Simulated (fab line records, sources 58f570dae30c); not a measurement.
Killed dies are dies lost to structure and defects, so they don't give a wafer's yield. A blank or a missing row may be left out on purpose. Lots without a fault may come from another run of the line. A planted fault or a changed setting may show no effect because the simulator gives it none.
Problem report in the 8D (eight disciplines) form, filled by code | flow berkeley_cmos170 | the parts of the form that need people (team, actions taken, sign-off) are left out

1. THE PROBLEM
M1_AL_RS at UCB170_M1_RS_MEAS_01 reads a mean of 0.0568 ohm/sq on 3 wafers of 3 lots; wafers without a fault read 0.0482 ohm/sq with a standard deviation of 0.00046. That is +19 standard deviations from the usual mean.
The step: measures by four-point-probe.
First seen on wafer L498.1, day 9 06:25, on film_metro-03. The record holds 45 wafers of 15 lots with a number at this step. Rule for "out", or "out of limits": more than 4 standard deviations from the usual mean. The other wafers with a number count as sound.

2. WHAT IT IS AND WHAT IT IS NOT
question                    | is                           | is not
which readings at this step | M1_AL_RS                     | -
which lots                  | L498, L503, L505             | L488, L489, L490, L492, L493, L497, L500, L507, L508, L509, L510, L511
which wafers of those lots  | L498.1, L503.1, L505.5       | L498.3, L498.6, L503.4, L503.5, L505.2, L505.6
read on which gauges        | film_metro-02, film_metro-03 | film_metro-01
when                        | from day 9 06:25             | up to then (20 sound wafers); but 22 sound wafers of L500, L503, L505, L507, L508, L509, L510, L511 came after

3. SUSPECTS, AND WHAT RULES EACH OUT
Counting: a tool at a process step up to the reading stays a suspect if it ran every lot that is out. Sound lots after the first of them don't rule it out here, since some wafers of a struck lot are sound.
- the gauge at UCB170_M1_RS_MEAS_01: ruled out. The wafers that are out were read on 2 gauges (film_metro-02, film_metro-03).
- pvd_sputter-02 at UCB170_M1_SPUTTER_00 (material Al, target thk 600 nm, time 80 s): kept. It ran every lot that is out, first L498 (day 9 06:22); its last sound lot up to then is L497 (day 9 04:48).
Left after counting: pvd_sputter-02 at UCB170_M1_SPUTTER_00.

4. THE CAUSE (what the simulator had put in)
Site profile drift: pvd_sputter-02, from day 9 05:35 on, at UCB170_M1_SPUTTER_00. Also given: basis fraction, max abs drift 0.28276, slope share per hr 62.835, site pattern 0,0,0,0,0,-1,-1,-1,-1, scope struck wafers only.
Counting left only this tool.

5. THE CHAIN OF EFFECTS, in route order
Each row: a reading whose mean over the struck wafers that have a number lies more than 3 standard deviations from the usual. Only readings for which the record gives a usual standard deviation are gone through. hours: the time from each lot's start at the first step in this table that gives one to its start at this step, as a median over the lots. sigmas: the change in usual standard deviations.
hours | step                    | reading        | usual         | on struck wafers | change  | sigmas
0     | UCB170_M1_RS_MEAS_01    | M1_AL_RS       | 0.0482 ohm/sq | 0.0568           | +0.0086 | +19
0     | UCB170_M1_THK_MEAS_02   | M1_AL_THK      | 615 nm        | 538              | -77     | -9.1
2     | UCB170_M1_METAL_ETCH_12 | oes_product_au | 0.854 a.u.    | 0.801            | -0.053  | -3.3
The process steps in it:
- UCB170_M1_METAL_ETCH_12: etches Al in Cl2/BCl3, stops on PSG, target depth 780 nm, time 130 s.
Later measuring or inspecting steps at which every struck wafer that the step has a row for has a number for every such reading, and none has moved that far: UCB170_M1_CD_MEAS_09, UCB170_M1_OVL_MEAS_10.

6. WHAT WOULD HAVE CAUGHT IT SOONER
In this record the first reading out of limits at a measuring or inspecting step was taken at day 9 06:25, 1 hour after the fault began at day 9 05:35.
Of the tool readings at UCB170_M1_SPUTTER_00 for which the record gives a usual standard deviation, none was out on any struck wafer, so an alarm limit of 4 standard deviations on them would not have fired.
Of the lots that are out (3), L503, L505 began UCB170_M1_SPUTTER_00 on pvd_sputter-02 after day 9 06:25. A hold on the tool at that time would have spared those 2.
